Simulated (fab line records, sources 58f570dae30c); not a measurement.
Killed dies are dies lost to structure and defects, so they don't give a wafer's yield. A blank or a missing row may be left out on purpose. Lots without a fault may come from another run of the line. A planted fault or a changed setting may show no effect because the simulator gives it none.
Which tool did it? | flow berkeley_cmos170 | 7 lots, 21 wafers sampled, at 3 steps of a route of 331

WHAT THE GAUGES READ, wafer by wafer
UCB170_SDANNEAL_RS_MEAS_03: measures by four-point-probe.
lot  | measured     | on            | NSD_RS (ohm/sq)
L416 | day 8 22:50  | film_metro-01 | 37.25 37.35 37.21
L424 | day 10 09:09 | film_metro-04 | 37.39 37.29 37.32
L430 | day 11 09:31 | film_metro-04 | 37.17 37.20 37.25
L431 | day 11 19:29 | film_metro-01 | 37.30 37.41 37.49
L433 | day 12 06:40 | film_metro-04 | 37.40 37.33 37.43
L435 | day 12 16:21 | film_metro-01 | 37.16 37.37 37.25
L438 | day 13 11:57 | film_metro-03 | 37.21 37.23 37.21

WHICH TOOL RAN EACH LOT (tool, then ch and the chambers of the sampled wafers, then the start)
lot  | UCB170_NSD_IMPLANT_08           | UCB170_NSD_STRIP_09
L416 | implanter-04 ch 0, day 8 19:14  | plasma_asher-04 ch 0,1, day 8 19:23
L424 | implanter-04 ch 0, day 10 07:31 | plasma_asher-02 ch 0,1, day 10 07:40
L430 | implanter-03 ch 0, day 11 07:40 | plasma_asher-01 ch 0,1, day 11 07:47
L431 | implanter-01 ch 0, day 11 17:55 | plasma_asher-02 ch 0,1, day 11 18:03
L433 | implanter-01 ch 0, day 12 05:02 | plasma_asher-01 ch 0,1, day 12 05:11
L435 | implanter-01 ch 0, day 12 14:24 | plasma_asher-01 ch 0,1, day 12 14:33
L438 | implanter-03 ch 0, day 13 08:53 | plasma_asher-01 ch 0,1, day 13 09:02
- UCB170_NSD_IMPLANT_08
- UCB170_NSD_STRIP_09: strips in O2.

THE ANSWER, worked out from the rows above alone
Rule: what is usual is taken from the lots themselves. Put in order of their means at a reading, lots are off if they are a third of the lots or fewer, leave a main group of 4 or more, and stand apart from it by a gap of 3 or more times the standard deviation of the main group's means; of several such gaps the widest counts. A main group whose means are all the same, to the digits that the tables above print for the reading, isn't used. A lot without any number at a reading at which 4 lots or more have one is off too. The other lots that the step has rows for count as sound.
No lot is off at any reading shown: from this, nothing can be told.

WHAT THE SIMULATOR HAD PUT IN
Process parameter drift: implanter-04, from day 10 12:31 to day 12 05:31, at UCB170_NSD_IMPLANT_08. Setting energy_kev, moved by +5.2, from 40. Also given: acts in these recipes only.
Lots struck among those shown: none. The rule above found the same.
